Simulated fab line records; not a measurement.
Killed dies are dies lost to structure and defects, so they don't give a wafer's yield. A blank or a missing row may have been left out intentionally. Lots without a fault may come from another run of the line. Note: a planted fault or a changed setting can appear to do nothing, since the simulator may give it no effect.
Split-lot study / flow rit_cmos / 23 wafers read across 5 lots, on a route 202 steps long

ABOUT THE SPLIT
At RIT_GATE_CVD_08 (deposits poly-Si from SiH4, target thk 250 nm, time 2220 s), the setting pressure_mtorr was moved away from the recipe's 300 mTorr on 15 of the 23 wafers read, by -7.9% to -4.2%. The other wafers ran this setting at the recipe's value.

Between the split and the reading, the file records no step.

THE READING
GATE_POLY_THK at RIT_GATE_THK_MEAS_09, in nm. A value of 250.4 nm with a standard deviation of 2 nm is what fault-free wafers of this fab line usually give.

wafer=L075.1; tool, chamber at the split=-, -; pressure_mtorr as run, mTorr=276.8; against the recipe=-7.7%; GATE_POLY_THK, nm=239.1; against lot-mates on the recipe=no lot-mate on the recipe
wafer=L075.2; tool, chamber at the split=-, -; pressure_mtorr as run, mTorr=276.8; against the recipe=-7.7%; GATE_POLY_THK, nm=241.1; against lot-mates on the recipe=no lot-mate on the recipe
wafer=L075.3; tool, chamber at the split=-, -; pressure_mtorr as run, mTorr=276.8; against the recipe=-7.7%; GATE_POLY_THK, nm=240.0; against lot-mates on the recipe=no lot-mate on the recipe
wafer=L075.5; tool, chamber at the split=-, -; pressure_mtorr as run, mTorr=276.8; against the recipe=-7.7%; GATE_POLY_THK, nm=242.0; against lot-mates on the recipe=no lot-mate on the recipe
wafer=L075.6; tool, chamber at the split=-, -; pressure_mtorr as run, mTorr=276.8; against the recipe=-7.7%; GATE_POLY_THK, nm=241.1; against lot-mates on the recipe=no lot-mate on the recipe
wafer=L077.2; tool, chamber at the split=-, -; pressure_mtorr as run, mTorr=287.5; against the recipe=-4.2%; GATE_POLY_THK, nm=245.4; against lot-mates on the recipe=no lot-mate on the recipe
wafer=L077.3; tool, chamber at the split=-, -; pressure_mtorr as run, mTorr=287.5; against the recipe=-4.2%; GATE_POLY_THK, nm=244.3; against lot-mates on the recipe=no lot-mate on the recipe
wafer=L077.4; tool, chamber at the split=-, -; pressure_mtorr as run, mTorr=287.5; against the recipe=-4.2%; GATE_POLY_THK, nm=247.1; against lot-mates on the recipe=no lot-mate on the recipe
wafer=L077.5; tool, chamber at the split=-, -; pressure_mtorr as run, mTorr=287.5; against the recipe=-4.2%; GATE_POLY_THK, nm=247.0; against lot-mates on the recipe=no lot-mate on the recipe
wafer=L077.6; tool, chamber at the split=-, -; pressure_mtorr as run, mTorr=287.5; against the recipe=-4.2%; GATE_POLY_THK, nm=247.6; against lot-mates on the recipe=no lot-mate on the recipe
wafer=L081.1; tool, chamber at the split=-, -; pressure_mtorr as run, mTorr=276.2; against the recipe=-7.9%; GATE_POLY_THK, nm=238.0; against lot-mates on the recipe=no lot-mate on the recipe
wafer=L081.2; tool, chamber at the split=-, -; pressure_mtorr as run, mTorr=276.2; against the recipe=-7.9%; GATE_POLY_THK, nm=237.0; against lot-mates on the recipe=no lot-mate on the recipe
wafer=L081.3; tool, chamber at the split=-, -; pressure_mtorr as run, mTorr=276.2; against the recipe=-7.9%; GATE_POLY_THK, nm=238.0; against lot-mates on the recipe=no lot-mate on the recipe
wafer=L081.4; tool, chamber at the split=-, -; pressure_mtorr as run, mTorr=276.2; against the recipe=-7.9%; GATE_POLY_THK, nm=235.9; against lot-mates on the recipe=no lot-mate on the recipe
wafer=L081.5; tool, chamber at the split=-, -; pressure_mtorr as run, mTorr=276.2; against the recipe=-7.9%; GATE_POLY_THK, nm=236.6; against lot-mates on the recipe=no lot-mate on the recipe
wafer=L083.1; tool, chamber at the split=lpcvd-02, 0; pressure_mtorr as run, mTorr=300; against the recipe=recipe; GATE_POLY_THK, nm=251.7; against lot-mates on the recipe=-
wafer=L083.2; tool, chamber at the split=lpcvd-02, 0; pressure_mtorr as run, mTorr=300; against the recipe=recipe; GATE_POLY_THK, nm=251.7; against lot-mates on the recipe=-
wafer=L083.3; tool, chamber at the split=lpcvd-02, 0; pressure_mtorr as run, mTorr=300; against the recipe=recipe; GATE_POLY_THK, nm=250.1; against lot-mates on the recipe=-
wafer=L084.1; tool, chamber at the split=-, -; pressure_mtorr as run, mTorr=300; against the recipe=recipe; GATE_POLY_THK, nm=251.3; against lot-mates on the recipe=-
wafer=L084.3; tool, chamber at the split=-, -; pressure_mtorr as run, mTorr=300; against the recipe=recipe; GATE_POLY_THK, nm=251.0; against lot-mates on the recipe=-
wafer=L084.4; tool, chamber at the split=-, -; pressure_mtorr as run, mTorr=300; against the recipe=recipe; GATE_POLY_THK, nm=250.7; against lot-mates on the recipe=-
wafer=L084.5; tool, chamber at the split=-, -; pressure_mtorr as run, mTorr=300; against the recipe=recipe; GATE_POLY_THK, nm=250.9; against lot-mates on the recipe=-
wafer=L084.6; tool, chamber at the split=-, -; pressure_mtorr as run, mTorr=300; against the recipe=recipe; GATE_POLY_THK, nm=249.0; against lot-mates on the recipe=-

THE FIT
A straight line over all 23 wafers: GATE_POLY_THK changes by +1.53 nm for each +1% of pressure_mtorr; r = +0.96; the points scatter about the line by 1.7 nm.
Too few moved wafers have a lot-mate on the recipe to fit a line with each lot's own level taken away.

THE WHOLE CHAIN: every reading that the file lists as answering this split, in the file's order
step=RIT_GATE_CVD_08; what it does=deposits poly-Si from SiH4, target thk 250 nm, time 2220 s; reading=poly-Si_of_GATE_CVD_08.thk_nm (the simulator's own value, which no gauge read); change (the file's fit)=+1.53 nm for each +1% of the setting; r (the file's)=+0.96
step=RIT_GATE_THK_MEAS_09; what it does=; reading=GATE_POLY_THK; change (the file's fit)=+1.53 for each +1% of the setting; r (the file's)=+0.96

FILE'S OWN FIT
GATE_POLY_THK changes by +1.53 nm for each +1% of pressure_mtorr, r = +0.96.
